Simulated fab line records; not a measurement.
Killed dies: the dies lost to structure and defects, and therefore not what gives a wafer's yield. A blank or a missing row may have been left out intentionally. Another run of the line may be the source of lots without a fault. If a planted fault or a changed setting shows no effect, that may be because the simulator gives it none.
fab line records + flow rit-cmos
record:
- lots: 6
- wafers: 18
- last-day: 8
route steps=202 shown GATE@77 FOX2@80 M1@202
lots untouched by any fault: they come from a run of this same line in which no faults occurred
start-h: start of the lot's first displayed wafer, in hours after the record's first day + wait-h: time in hours since the lot's previous step + " repeats the value in the row above + L1.1+2: several wafers, shown together as one row + - either no value or no given start + * or withheld: withheld + < > ~ a bound
route shown NAME@n: a module of which the file shows steps, and the number in the route of the first + usual: mean/standard deviation taken from wafers without a fault + same: alike in all rows + chamber/n: place in a boat + sites: readings site by site + _std_site: the values' standard deviation + _edge_site: mean of outer sites minus mean of inner sites + radius-mm: how far each site lies from the wafer's centre + mask NAME#n: copy n + behind: the tool/chamber that last shaped the wafer + hold: the reason the lot was held/the length of the hold in hours/how it ended + device: the n, p or np transistor that did not switch + end of line: tests run on the same wafers once the route is complete + where a step has no rows: the recipe by itself + killed: the dies lost at the first sort to structure and to defects; this is not the yield of the wafer + map: per-die view of a wafer (x killed, . not killed, _ where there is no die)
set.NAME: the setting that was run; set.NAME@STEP: the one run at that earlier step + model.NAME: the simulator's own value behind a step, which no gauge read
lots at selected steps of the route; one table per step, one row per wafer
services: from which hour (start-h, from the record's first day; less than 0 if before it) a tool's chamber was out of use, for how many hours, and why
== steps ==
step: RIT_GATE_CLEAN_02
recipe:
- chemistry: dHF
- dilution: 50:1
- time-s: 30
step: RIT_GATE_CLEAN_03
recipe:
- chemistry: SC2
- mix: 3:3:50
- time-s: 600
- temp-c: 75
- dry: n2-spin
step: RIT_GATE_CLEAN_04
recipe:
- chemistry: dHF
- dilution: 50:1
- time-s: 60
- dry: n2-spin
step: RIT_FOX2_THK_MEAS_91
recipe:
- reads: SiO2_of_FOX2_OXIDATION_00
usual:
- FIELD_OXIDE_LEFT_2_THK: 255/6.5
| lot.wafer | tool          | chamber | start-h | wait-h | FIELD_OXIDE_LEFT_2_THK[nm] |
|-----------|---------------|---------|---------|--------|----------------------------|
| L950.1    | film-metro-04 | -       | 42.94   | 0.0    | 254                        |
| L950.2    | "             | -       | "       | "      | 257                        |
| L950.4    | "             | -       | "       | "      | 258                        |
| L952.4    | film-metro-01 | -       | 54.89   | 0.0    | 257                        |
| L952.5    | "             | -       | "       | "      | 253                        |
| L952.6    | "             | -       | "       | "      | 261                        |
| L956.2    | film-metro-01 | -       | 80.56   | 0.0    | 256                        |
| L956.3    | "             | -       | "       | "      | 251                        |
| L956.6    | "             | -       | "       | "      | 254                        |
| L962.2    | film-metro-01 | -       | 105.61  | 0.0    | 259                        |
| L962.3    | "             | -       | "       | "      | 260                        |
| L962.4    | "             | -       | "       | "      | 268                        |
| L966.1    | film-metro-03 | -       | 126.29  | 0.0    | 259                        |
| L966.2    | "             | -       | "       | "      | 261                        |
| L966.3    | "             | -       | "       | "      | 260                        |
| L971.3    | film-metro-03 | -       | 150.83  | 0.0    | 257                        |
| L971.4    | "             | -       | "       | "      | 250                        |
| L971.5    | "             | -       | "       | "      | 257                        |
step: RIT_GATE_OXIDATION_05
recipe:
- temp-c: 900
- ambient: O2
- target-thk-a: 30
- ox-time-s: 270
step: RIT_GATE_ANNEAL_06
recipe:
- temp-c: 900
- time-s: 600
- ambient: N2O
step: RIT_GATE_THK_MEAS_07
recipe:
- reads: SiO2_of_GATE_OXIDATION_05
usual:
- GATE_OXIDE_THK: 3.02/0.062
| lot.wafer | tool          | chamber | start-h | wait-h | GATE_OXIDE_THK[nm] |
|-----------|---------------|---------|---------|--------|--------------------|
| L950.1    | film-metro-04 | -       | 44.32   | 0.0    | 3.00               |
| L950.2    | "             | -       | "       | "      | 3.03               |
| L950.4    | "             | -       | "       | "      | 2.99               |
| L952.4    | film-metro-04 | -       | 56.27   | 0.0    | 3.05               |
| L952.5    | "             | -       | "       | "      | 3.10               |
| L952.6    | "             | -       | "       | "      | 3.05               |
| L956.2    | film-metro-03 | -       | 84.86   | 0.0    | 3.02               |
| L956.3    | "             | -       | "       | "      | 3.00               |
| L956.6    | "             | -       | "       | "      | 3.00               |
| L962.2    | film-metro-01 | -       | 109.26  | 0.0    | 2.98               |
| L962.3    | "             | -       | "       | "      | 2.99               |
| L962.4    | "             | -       | "       | "      | 2.96               |
| L966.1    | film-metro-01 | -       | 127.68  | 0.0    | 2.94               |
| L966.2    | "             | -       | "       | "      | 3.07               |
| L966.3    | "             | -       | "       | "      | 3.08               |
| L971.3    | film-metro-03 | -       | 159.62  | 0.0    | 3.07               |
| L971.4    | "             | -       | "       | "      | 3.09               |
| L971.5    | "             | -       | "       | "      | 3.03               |
step: RIT_GATE_CVD_08
recipe:
- material: poly-Si
- target-thk-nm: 250
- temp-c: 610
- precursor: SiH4
- time-s: 2220
- pressure-mtorr: 300
- sih4-flow-sccm: 100
step: RIT_GATE_THK_MEAS_09
recipe:
- reads: poly-Si_of_GATE_CVD_08
usual:
- GATE_POLY_THK: 249.4/2.3
| lot.wafer | tool          | chamber | start-h | wait-h | GATE_POLY_THK[nm] |
|-----------|---------------|---------|---------|--------|-------------------|
| L950.1    | film-metro-04 | -       | 46.15   | 0.0    | 248.9             |
| L950.2    | "             | -       | "       | "      | 250.9             |
| L950.4    | "             | -       | "       | "      | 250.6             |
| L952.4    | film-metro-01 | -       | 58.81   | 0.0    | 247.8             |
| L952.5    | "             | -       | "       | "      | 250.7             |
| L952.6    | "             | -       | "       | "      | 249.2             |
| L956.2    | film-metro-01 | -       | 86.54   | 0.0    | 251.5             |
| L956.3    | "             | -       | "       | "      | 249.1             |
| L956.6    | "             | -       | "       | "      | 249.8             |
| L962.2    | film-metro-01 | -       | 110.94  | 0.0    | 248.6             |
| L962.3    | "             | -       | "       | "      | 252.6             |
| L962.4    | "             | -       | "       | "      | 253.0             |
| L966.1    | film-metro-04 | -       | 130.16  | 0.0    | 250.9             |
| L966.2    | "             | -       | "       | "      | 253.2             |
| L966.3    | "             | -       | "       | "      | 250.7             |
| L971.3    | film-metro-01 | -       | 161.30  | 0.0    | 252.2             |
| L971.4    | "             | -       | "       | "      | 249.1             |
| L971.5    | "             | -       | "       | "      | 249.6             |
step: RIT_GATE_HMDS_10
recipe:
- prime-time-s: 60
- prime-temp-c: 140
step: RIT_GATE_COAT_11
recipe:
- resist: NOVOLAK
- spin-rpm: 4250
- resist-thk-nm: 833.8
step: RIT_GATE_SOFTBAKE_12
recipe:
- resist: NOVOLAK
- temp-c: 90
- time-s: 60
step: RIT_GATE_EXPOSE_13
recipe:
- mask-id: M6
- na: 0.6
- source-shape: conventional
- sigma-outer: 0.6
- target-cd-nm: 150
- dose-mj: 380
| lot.wafer  | tool             | chamber | start-h | wait-h | mask | model.GATE.overlay-x-nm |
|------------|------------------|---------|---------|--------|------|-------------------------|
| L950.1+2+4 | iline-stepper-01 | 0       | 46.66   | 0.1    | M6#0 | -0.4715                 |
| L952.4+5+6 | iline-stepper-02 | 0       | 59.47   | 0.2    | M6#0 | 1.492                   |
| L956.2+3+6 | iline-stepper-02 | 0       | 87.18   | 0.2    | M6#0 | 240.8                   |
| L962.2+3+4 | iline-stepper-02 | 0       | 111.59  | 0.2    | M6#0 | 240.2                   |
| L966.1+2+3 | iline-stepper-01 | 0       | 130.80  | 0.2    | M6#0 | -0.4305                 |
| L971.3+4+5 | iline-stepper-01 | 0       | 161.95  | 0.2    | M6#0 | 1.332                   |
step: RIT_GATE_PEB_14
recipe:
- resist: NOVOLAK
- temp-c: withheld
- time-s: withheld
step: RIT_GATE_DEVELOP_15
recipe:
- resist: NOVOLAK
- develop-time-s: 50
- dev-temp-c: 23
step: RIT_GATE_CD_MEAS_16
recipe:
- target-cd-nm: 150
usual:
- cd-nm: 149.8/2.1
| lot.wafer | tool      | chamber | start-h | wait-h | cd-nm |
|-----------|-----------|---------|---------|--------|-------|
| L950.1    | cd-sem-01 | -       | 47.13   | -      | 150.2 |
| L950.2    | "         | -       | "       | "      | 151.6 |
| L950.4    | "         | -       | "       | "      | 153.3 |
| L952.4    | cd-sem-02 | -       | 60.06   | -      | 148.3 |
| L952.5    | "         | -       | "       | "      | 149.3 |
| L952.6    | "         | -       | "       | "      | 149.2 |
| L956.2    | cd-sem-02 | -       | 87.58   | -      | 151.1 |
| L956.3    | "         | -       | "       | "      | 152.6 |
| L956.6    | "         | -       | "       | "      | 151.2 |
| L962.2    | cd-sem-01 | -       | 111.99  | -      | 152.1 |
| L962.3    | "         | -       | "       | "      | 150.6 |
| L962.4    | "         | -       | "       | "      | 148.0 |
| L966.1    | cd-sem-01 | -       | 131.20  | -      | 152.5 |
| L966.2    | "         | -       | "       | "      | 150.4 |
| L966.3    | "         | -       | "       | "      | 151.0 |
| L971.3    | cd-sem-01 | -       | 162.35  | -      | 151.9 |
| L971.4    | "         | -       | "       | "      | 150.5 |
| L971.5    | "         | -       | "       | "      | 153.9 |
step: RIT_GATE_OVL_MEAS_17
usual:
- GATE_OVL: 0.0/1.6
| lot.wafer | tool       | chamber | start-h | wait-h | hold                     | GATE_OVL[nm] |
|-----------|------------|---------|---------|--------|--------------------------|--------------|
| L950.1    | overlay-01 | -       | 47.25   | 0.1    | -                        | -4.8         |
| L950.2    | "          | -       | "       | "      | -                        | -2.6         |
| L950.4    | "          | -       | "       | "      | -                        | -1.9         |
| L952.4    | overlay-02 | -       | 60.13   | 0.1    | -                        | 1.3          |
| L952.5    | "          | -       | "       | "      | -                        | 1.3          |
| L952.6    | "          | -       | "       | "      | -                        | 1.3          |
| L956.2    | overlay-02 | -       | 87.69   | 0.1    | await-dispo/0.2h/release | 241.0        |
| L956.3    | "          | -       | "       | "      | await-dispo/0.2h/release | 241.5        |
| L956.6    | "          | -       | "       | "      | await-dispo/0.2h/release | 240.1        |
| L956.2    | overlay-02 | -       | 87.89   | 0.2    | -                        | 242.0        |
| L956.3    | "          | -       | "       | "      | -                        | 243.0        |
| L956.6    | "          | -       | "       | "      | -                        | 242.2        |
| L962.2    | overlay-02 | -       | 112.09  | 0.1    | await-dispo/0.2h/release | 240.5        |
| L962.3    | "          | -       | "       | "      | await-dispo/0.2h/release | 240.0        |
| L962.4    | "          | -       | "       | "      | await-dispo/0.2h/release | 239.0        |
| L962.2    | overlay-02 | -       | 112.30  | 0.2    | -                        | 242.0        |
| L962.3    | "          | -       | "       | "      | -                        | 241.3        |
| L962.4    | "          | -       | "       | "      | -                        | 240.6        |
| L966.1    | overlay-02 | -       | 131.32  | 0.1    | -                        | -1.3         |
| L966.2    | "          | -       | "       | "      | -                        | -2.0         |
| L966.3    | "          | -       | "       | "      | -                        | -3.7         |
| L971.3    | overlay-02 | -       | 162.45  | 0.1    | -                        | 1.1          |
| L971.4    | "          | -       | "       | "      | -                        | 2.6          |
| L971.5    | "          | -       | "       | "      | -                        | -0.5         |
step: RIT_M1_PROBE_99
usual:
- defect-limited-yield: 97.6/1.2
- killed-at-front-end: 6/3.1
- killed-dies: 6/3.1
- killed-open: 3.2/1.9
- killed-short: 3.2/2.1
- sort_bin_3_pad_short: 0.1/0.22
- sort_bin_5_function: 1.5/0.86
- sort_bin_6_memory: 0.9/0.61
- sort-n-pass: 258/3.1
- sort-yield-pct: 97.6/1.2
same:
- gross-dies: 264
- killed_at_M0_to_M3: 0
- killed_at_M4_up: 0
- killed-at-back-side: 0
- killed-at-contacts: 0
- killed-at-other: 0
| lot.wafer | tool      | chamber | start-h | wait-h | defect-limited-yield[%] | killed-at-front-end | killed-dies | killed-open | killed-short | sort_bin_3_pad_short[%] | sort_bin_5_function[%] | sort_bin_6_memory[%] | sort-n-pass | sort-yield-pct[%] |
|-----------|-----------|---------|---------|--------|-------------------------|---------------------|-------------|-------------|--------------|-------------------------|------------------------|----------------------|-------------|-------------------|
| L950.1    | prober-02 | -       | 68.69   | 0.1    | 97.3                    | 7                   | 7           | 4           | 3            | 0                       | 2.7                    | 0                    | 257         | 97.3              |
| L950.2    | prober-02 | -       | 68.74   | 0.1    | 98.1                    | 5                   | 5           | 2           | 3            | 0.4                     | 1.1                    | 0.4                  | 259         | 98.1              |
| L950.4    | prober-02 | -       | 68.84   | 0.2    | 98.9                    | 3                   | 3           | 3           | 0            | 0                       | 0.8                    | 0.4                  | 261         | 98.9              |
| L952.4    | prober-02 | -       | 86.32   | 0.2    | 97.3                    | 7                   | 7           | 4           | 3            | 0                       | 1.1                    | 1.5                  | 257         | 97.3              |
| L952.5    | prober-02 | -       | 86.37   | 0.2    | 96.2                    | 10                  | 10          | 5           | 5            | 0                       | 2.3                    | 1.5                  | 254         | 96.2              |
| L952.6    | prober-02 | -       | 86.42   | 0.2    | 97.7                    | 6                   | 6           | 2           | 4            | 0.4                     | 1.1                    | 0.8                  | 258         | 97.7              |
| L966.1    | prober-01 | -       | 159.64  | 0.8    | 98.9                    | 3                   | 3           | 1           | 2            | 0                       | 0.8                    | 0.4                  | 261         | 98.9              |
| L966.2    | prober-01 | -       | 159.69  | 0.8    | 98.9                    | 3                   | 3           | 3           | 0            | 0                       | 0.8                    | 0.4                  | 261         | 98.9              |
| L966.3    | prober-01 | -       | 159.74  | 0.8    | 96.6                    | 9                   | 9           | 4           | 5            | 0                       | 2.7                    | 0.8                  | 255         | 96.6              |
| L971.3    | prober-02 | -       | 188.89  | 0.2    | 99.2                    | 2                   | 2           | 0           | 2            | 0                       | 0.8                    | 0                    | 262         | 99.2              |
| L971.4    | prober-02 | -       | 188.94  | 0.2    | 95.1                    | 13                  | 13          | 7           | 5            | 0                       | 3.0                    | 1.9                  | 251         | 95.1              |
| L971.5    | prober-02 | -       | 188.99  | 0.2    | 97.0                    | 8                   | 8           | 5           | 2            | 0.4                     | 1.1                    | 1.5                  | 256         | 97.0              |
killed by level:class
L950.1 SILICIDE:geometric-particle:open=2 FOX1:geometric-particle:open=1 GATE:geometric-particle:short=1 GATE:geometric-particle:open=1 SPACER:geometric-particle:short=1 SILICIDE:geometric-particle:short=1
L950.2 FOX1:geometric-particle:open=1 FOX1:geometric-particle:short=1 GATE:geometric-particle:short=1 GATE:geometric-particle:open=1 REOX:geometric-particle:short=1
L950.4 GATE:geometric-particle:open=1 REOX:geometric-particle:open=1 SPACER:geometric-particle:open=1
L952.4 GATE:geometric-particle:short=3 GATE:geometric-particle:open=2 SPACER:geometric-particle:open=2
L952.5 FOX1:geometric-particle:short=3 REOX:geometric-particle:open=2 FOX1:geometric-particle:open=1 FOX2:geometric-particle:short=1 GATE:geometric-particle:short=1 GATE:geometric-particle:open=1 SPACER:geometric-particle:open=1
L952.6 GATE:geometric-particle:short=2 GATE:geometric-particle:open=1 REOX:geometric-particle:short=1 REOX:geometric-particle:open=1 SPACER:geometric-particle:short=1
L966.1 FOX1:geometric-particle:short=1 GATE:geometric-particle:open=1 SILICIDE:geometric-particle:short=1
L966.2 GATE:geometric-particle:open=2 FOX1:geometric-particle:open=1
L966.3 GATE:geometric-particle:short=2 REOX:geometric-particle:open=2 REOX:geometric-particle:short=2 FOX1:geometric-particle:short=1 FOX2:geometric-particle:open=1 SILICIDE:geometric-particle:open=1
L971.3 GATE:geometric-particle:short=2
L971.4 GATE:geometric-particle:open=6 GATE:geometric-particle:short=3 FOX1:geometric-particle:short=2 FOX1:geometric-particle:open=1 PLDD:coat-microbubble-printed=1
L971.5 GATE:geometric-particle:open=3 GATE:geometric-particle:short=2 SILICIDE:geometric-particle:open=2 PLDD:coat-microbubble-printed=1
== services ==
| tool             | chamber | start-h | hours | kind                    |
|------------------|---------|---------|-------|-------------------------|
| iline-stepper-01 | 0       | 54.26   | -     | calibration             |
| iline-stepper-01 | -       | 107.67  | 2.1   | pm                      |
| iline-stepper-01 | -       | 109.76  | -     | consumable-replace:lamp |
| iline-stepper-01 | -       | 117.13  | 4.4   | pm                      |
| iline-stepper-02 | 0       | 134.74  | -     | calibration             |
== key ==
first-sign:
- step: RIT_GATE_OVL_MEAS_17
- reading: visit
- direction: added
effect:
- step: RIT_GATE_OVL_MEAS_17
- reading: GATE_OVL
- direction: up
- sigmas: 99+
- usual: 0.0
- struck: 240.3
model-effect:
- step: RIT_GATE_EXPOSE_13
- value: GATE.overlay-x-nm
- without: 0.4966
- struck: 240.5
met-at RIT_GATE_EXPOSE_13
struck-wafers L956.2,L956.3,L956.6,L962.2,L962.3,L962.4
scrapped-behind RIT_GATE_OVL_MEAS_17 L956.2,L956.3,L956.6,L962.2,L962.3,L962.4
onset-between 59.47 87.18
fault:
- kind: scanner-matching-overlay
- tool: iline-stepper-02
- chamber: -
- onset-h: 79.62
- steps: RIT_GATE_EXPOSE_13
- offset: 240
